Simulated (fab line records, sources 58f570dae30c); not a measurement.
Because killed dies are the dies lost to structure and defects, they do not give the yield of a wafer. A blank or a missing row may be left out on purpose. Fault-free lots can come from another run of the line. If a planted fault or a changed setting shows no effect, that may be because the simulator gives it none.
Chamber matching	flow berkeley_cmos170	UCB170_ZERO_ETCH_06 on rie_diel-03 has 4 sister chambers
The step etches SiO2 in CHF3/CF4/Ar, time 12 s. 8 wafers are shown with their chamber, then 8 later ones without.

## WAFERS PAIRED WITH THEIR CHAMBERS
wafer	chamber	drypump_motor_current_A (A)	throttle_valve_pct (%)
L829.4	2	6.2	9.34
L835.6	1	5.6	9.33
L836.1	3	4.9	9.14
L836.3	2	6.2	9.34
L837.2	0	5.7	9.13
L837.5	3	5.0	9.16
L837.6	0	5.7	9.16
L840.2	1	5.5	9.35

## WAFERS WITH NO CHAMBER GIVEN
wafer	drypump_motor_current_A (A)	throttle_valve_pct (%)
L840.4	5.0	9.15
L840.6	5.6	9.35
L846.4	6.2	9.33
L846.5	5.7	9.16
L846.6	5.6	9.32
L847.2	6.2	9.35
L847.3	5.6	9.34
L847.4	5.0	9.14

## WHICH CHAMBER EACH WENT THROUGH
wafer	from the rows above	in truth
L840.4	3	3
L840.6	1	1
L846.4	2	2
L846.5	0	0
L846.6	1	1
L847.2	2	2
L847.3	1	1
L847.4	3	3
Correct placement for 8 of the 8. Can't be placed from these rows: 0. Number placed wrongly: 0.
How it was worked out, from the rows above alone: a wafer's distance from a chamber is the root of the sum, over the readings, of the square of ((its reading less the chamber's mean) divided by the reading's scatter). The wafer belongs to the nearest chamber; if the next one is less than 2 further off, it can't be placed. The mean given for a chamber averages the wafers shown for that chamber. The scatter is the square root of a quotient: the sum, over the shown wafers, of each reading's squared deviation from its chamber's mean, divided by wafers minus chambers.
